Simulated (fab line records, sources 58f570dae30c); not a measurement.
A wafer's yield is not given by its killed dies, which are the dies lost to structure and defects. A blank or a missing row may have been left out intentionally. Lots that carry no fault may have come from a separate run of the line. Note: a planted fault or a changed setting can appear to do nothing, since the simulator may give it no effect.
A sampling plan put to the test :: flow berkeley_cmos170 :: one fab line, 3 faults that these records tell of, each judged on the records of the lots that it struck; 4 more are left out, because the records don't allow judging them
Plan = the line's own looks (route steps where a gauge or an inspection reads the wafer without altering it). A look can be judged if struck wafers have a number there and the file gives its usual mean and standard deviation on fault-free wafers. Caught: the struck wafers' mean, at a look after the fault's first step, is 4 or more of those standard deviations (sigma) away from the usual mean. On the tool: here the same test is run on the tool's own readings at the fault's steps. If the struck wafers alone have a blank record, or they carry another recipe, that too counts as caught.

THE FAULTS, as the simulator had put them in
1. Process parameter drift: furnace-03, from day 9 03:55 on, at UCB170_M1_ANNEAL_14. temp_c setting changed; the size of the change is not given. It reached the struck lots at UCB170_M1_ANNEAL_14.
2. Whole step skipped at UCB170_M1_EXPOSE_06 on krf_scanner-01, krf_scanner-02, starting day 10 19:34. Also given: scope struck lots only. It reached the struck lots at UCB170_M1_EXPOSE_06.
3. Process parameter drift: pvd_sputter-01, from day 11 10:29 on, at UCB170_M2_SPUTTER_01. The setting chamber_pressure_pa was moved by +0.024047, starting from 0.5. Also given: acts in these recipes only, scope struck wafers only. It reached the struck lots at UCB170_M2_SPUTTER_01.

WHAT THE PLAN SAW
fault: 1
on the tool itself: tube_center_temp_C +99 or beyond sigma
first look that catches it: no look after it can be judged
reading, sigma: -
median hours from its first step to that look: -
hours from the fault's start to the first struck lot there: -
judged looks passed uncaught: 0

fault: 2
on the tool itself: no reading that can be judged
first look that catches it: no look after it can be judged
reading, sigma: -
median hours from its first step to that look: -
hours from the fault's start to the first struck lot there: -
judged looks passed uncaught: 0

fault: 3
on the tool itself: chamber_pressure_pa +22 sigma
first look that catches it: no look after it can be judged
reading, sigma: -
median hours from its first step to that look: -
hours from the fault's start to the first struck lot there: -
judged looks passed uncaught: 0
A dash: the fault isn't caught, or these records don't give the number.

Caught at a look: 0 of 3. Caught on the tool: 2 of 3. By one or the other: 2 of 3.
Faults 1, 3 were caught on the tool alone.
Caught by neither: fault 2.
